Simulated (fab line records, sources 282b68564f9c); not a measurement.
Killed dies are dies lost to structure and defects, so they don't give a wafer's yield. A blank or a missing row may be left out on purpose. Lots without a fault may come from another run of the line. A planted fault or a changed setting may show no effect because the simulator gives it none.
A struck lot beside a sound one | flow rit_cmos | 15 steps out of a route of 202
Sound: wafers L603.2, L603.3, L603.6. Struck: wafers L610.3, L610.4, L610.6. The cause comes at the end.
At each step with rows: each side's tool, then ch and its chambers, then its first start. Under that, the readings that differ: sound wafers | struck wafers | difference of the means | sigmas: that difference in standard deviations of wafers without a fault.
alike: readings whose means differ by less than 2 such deviations, and words and numbers that are the same on both sides. not compared: withheld readings, readings that some wafer has no value for, bounds like >300 that may hide the same value, and numbers for which the record gives no deviation and whose values overlap.
The two part at a step that has a row with sigmas, a row that says differs or no value, or rows on one side only. Numbers that don't overlap but have no deviation are shown without sigmas and don't part them. A reading that every wafer of one side lacks parts them only if that side has two wafers or more.

first, 2 steps without rows for these wafers: RIT_ACTIVE_CLEAN_17 (cleans in SC2, time 600 s); RIT_FOX1_OXIDATION_00 (target thk 350.7 nm, ox time 1086 s).
RIT_FOX1_THK_MEAS_01:
  sound on film_metro-03, day 2 15:55; struck on film_metro-01, day 3 23:59
  alike: FOX1_OXIDE_THK
then, 2 steps without rows for these wafers: RIT_FOX1_WET_ETCH_02 (etches SiO2 in BOE, target depth 350 nm, time 390 s); RIT_FOX2_OXIDATION_00 (target thk 350.7 nm, ox time 1130 s).
RIT_FOX2_THK_MEAS_01:
  sound on film_metro-03, day 2 17:59; struck on film_metro-04, day 4 01:28
  alike: FOX2_OXIDE_THK
then, 2 steps without rows for these wafers: RIT_FOX2_CLEAN_02 (cleans in dHF, time 180 s); RIT_FOX2_WET_ETCH_03 (etches Si3N4 in H3PO4, target depth 195 nm, time 2700 s).
RIT_FOX2_THK_MEAS_90:
  sound on film_metro-03, day 2 18:52; struck on film_metro-02, day 4 02:21
  alike: FIELD_OXIDE_LEFT_1_THK
then, 3 steps without rows for these wafers: RIT_NWELL_HMDS_00 (prime time 60 s); RIT_NWELL_COAT_01 (resist thk 1300 nm); RIT_NWELL_SOFTBAKE_02 (time 60 s).
RIT_NWELL_EXPOSE_03: exposes mask M2, target cd 43900 nm.
  sound on iline_stepper-02 ch 0, day 2 19:31; struck on iline_stepper-02 ch 0, day 4 02:53
  reading                       | sound                | struck            | difference | sigmas
  model.NWELL.overlay_x_nm (nm) | -1.176 -1.176 -1.176 | 2.257 2.257 2.257 | +3.433     |
  alike: mask
then, 1 step without rows for these wafers: RIT_NWELL_PEB_04.
RIT_M1_PROBE_99:
  sound on prober-02, day 4 09:47; struck on prober-01, day 5 22:42
  alike: killed_at_contacts, killed_at_front_end, killed_dies, killed_open, killed_short

WHERE THEY PART
Nowhere in this record.

WHY: what the simulator had put in
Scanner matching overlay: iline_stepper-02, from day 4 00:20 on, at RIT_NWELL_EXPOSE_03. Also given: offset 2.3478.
